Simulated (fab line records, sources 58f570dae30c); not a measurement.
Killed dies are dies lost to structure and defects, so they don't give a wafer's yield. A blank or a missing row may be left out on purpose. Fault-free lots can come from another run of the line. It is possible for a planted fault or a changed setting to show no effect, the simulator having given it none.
Matching of chambers :: flow berkeley_cmos170 :: 4 sister chambers for UCB170_PWELL_ETCH_14 on rie_diel-01
The step etches Si3N4 in CH3F/Ar/O2, stops on SiO2, target depth 242 nm, time 151 s. 8 wafers are shown with their chamber, then 6 later ones without.

EACH WAFER AND ITS CHAMBER
wafer: L239.4
chamber: 0
drypump_motor_current_A (A): 4.7
throttle_valve_pct (%): 8.10

wafer: L239.5
chamber: 2
drypump_motor_current_A (A): 5.9
throttle_valve_pct (%): 8.06

wafer: L239.6
chamber: 3
drypump_motor_current_A (A): 5.5
throttle_valve_pct (%): 8.03

wafer: L242.1
chamber: 0
drypump_motor_current_A (A): 4.7
throttle_valve_pct (%): 8.11

wafer: L242.3
chamber: 1
drypump_motor_current_A (A): 5.7
throttle_valve_pct (%): 8.07

wafer: L242.6
chamber: 1
drypump_motor_current_A (A): 5.6
throttle_valve_pct (%): 8.05

wafer: L243.2
chamber: 2
drypump_motor_current_A (A): 5.9
throttle_valve_pct (%): 8.06

wafer: L243.4
chamber: 3
drypump_motor_current_A (A): 5.5
throttle_valve_pct (%): 8.04

WAFERS MISSING THEIR CHAMBER
wafer: L243.6
drypump_motor_current_A (A): 5.5
throttle_valve_pct (%): 8.03

wafer: L246.3
drypump_motor_current_A (A): 5.5
throttle_valve_pct (%): 8.04

wafer: L246.5
drypump_motor_current_A (A): 4.7
throttle_valve_pct (%): 8.11

wafer: L246.6
drypump_motor_current_A (A): 5.9
throttle_valve_pct (%): 8.04

wafer: L252.1
drypump_motor_current_A (A): 5.7
throttle_valve_pct (%): 8.06

wafer: L252.2
drypump_motor_current_A (A): 5.5
throttle_valve_pct (%): 8.06

WHICH CHAMBER EACH WENT THROUGH
wafer: L243.6
from the rows above: 3
in truth: 3

wafer: L246.3
from the rows above: 3
in truth: 3

wafer: L246.5
from the rows above: 0
in truth: 0

wafer: L246.6
from the rows above: 2
in truth: 2

wafer: L252.1
from the rows above: 1
in truth: 1

wafer: L252.2
from the rows above: can't be placed: 3 or 1
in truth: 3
Placed correctly: 5 of 6. From these rows, 1 cannot be placed; in 1 the true chamber is one of the candidates. Wrongly placed: 0.
How it was worked out, from the rows above alone: a wafer's distance from a chamber is the root of the sum, over the readings, of the square of ((its reading less the chamber's mean) divided by the reading's scatter). The wafer belongs to the nearest chamber; if the next one is less than 2 further off, it can't be placed. A chamber's mean is the mean of its shown wafers. The scatter: take each reading less its chamber's mean, square it, sum over the shown wafers, divide by the number of wafers less the number of chambers, and take the root.
